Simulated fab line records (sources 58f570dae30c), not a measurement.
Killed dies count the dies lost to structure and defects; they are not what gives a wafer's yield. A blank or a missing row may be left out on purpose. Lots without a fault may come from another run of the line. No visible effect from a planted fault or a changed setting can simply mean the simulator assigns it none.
A single fault, viewed from 2 desks / flow berkeley-cmos170 / what lay behind the numbers comes last; until then each desk has only its own

FROM THE METROLOGY DESK
What the gauges read for every lot (on any tool): the sampled wafers with a number, averaged. Any lot whose mean is over 4 standard deviations away from the usual mean is out of limits and marked OUT; that distance is given in the brackets.
Columns: A = cd-nm at UCB170_PLDD_CD_MEAS_06, usual 1199.6 nm
lot=L766; first seen here=day 6 16:51; A=1199.2
lot=L767; first seen here=day 6 22:55; A=1198.4
lot=L769; first seen here=day 7 10:23; A=1198.3
lot=L771; first seen here=day 7 10:42; A=1199.6
lot=L768; first seen here=day 7 11:11; A=1201.3
lot=L774; first seen here=day 7 18:28; A=1200.1
lot=L772; first seen here=day 7 18:46; A=1200.3
lot=L773; first seen here=day 7 18:58; A=1199.9
lot=L776; first seen here=day 8 07:45; A=1199.8
lot=L775; first seen here=day 8 08:02; A=1202.3
lot=L778; first seen here=day 9 00:31; A=1201.1
lot=L782; first seen here=day 9 09:47; A=1186.4 (-10) OUT
lot=L780; first seen here=day 9 10:03; A=1187.2 (-9.6) OUT
lot=L787; first seen here=day 10 12:37; A=1198.4
This desk finds L780, L782 out of limits, L782 being first, at day 9 09:47 (cd-nm at UCB170_PLDD_CD_MEAS_06). Within limits: L766, L767, L769, L771, L768, L774, L772, L773, L776, L775, L778, L787.

FOR THE TOOL OWNER'S DESK: litho-track-02
At UCB170_PLDD_SOFTBAKE_02 (time 60 s), the tool's own readings, given per lot that ran on this tool as the mean of the sampled wafers with a number. Any lot whose mean is over 4 standard deviations away from the usual mean is out of limits and marked OUT; that distance is given in the brackets.
Columns: A = chill-plate-temp-C at UCB170_PLDD_SOFTBAKE_02, usual 23.00 C; B = heater-power-total-W at UCB170_PLDD_SOFTBAKE_02, usual 56.80 W; C = plate-temp-C at UCB170_PLDD_SOFTBAKE_02, usual 130.03 C
lot=L766; first seen here=day 6 15:58; A=22.95; B=56.82; C=129.94
lot=L778; first seen here=day 8 23:34; A=22.94; B=56.76; C=130.27
lot=L782; first seen here=day 9 09:00; A=23.10; B=53.66 (-75) OUT; C=124.55 (-39) OUT
lot=L780; first seen here=day 9 09:26; A=22.99; B=53.61 (-76) OUT; C=124.45 (-40) OUT
This desk finds L780, L782 out of limits, L782 being first, at day 9 09:00 (heater-power-total-W at UCB170_PLDD_SOFTBAKE_02). Within limits: L766, L778.

BROUGHT TOGETHER
The tool owner's desk could have raised an alarm at day 9 09:00, on L780, L782.
On L780, L782, the metrology desk was in a position to raise an alarm at day 9 09:47.
Of the lots named, all ran UCB170_PLDD_SOFTBAKE_02 on litho-track-02.

WHAT HAD BEEN PUT IN BY THE SIMULATOR
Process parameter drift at UCB170_PLDD_SOFTBAKE_02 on litho-track-02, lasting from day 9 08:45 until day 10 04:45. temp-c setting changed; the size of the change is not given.
Struck lots among those shown: L780, L782.
Delay (hours) between the fault's onset and each desk's first out-of-limits reading: 0 at the tool owner's desk, 1 at the metrology desk.
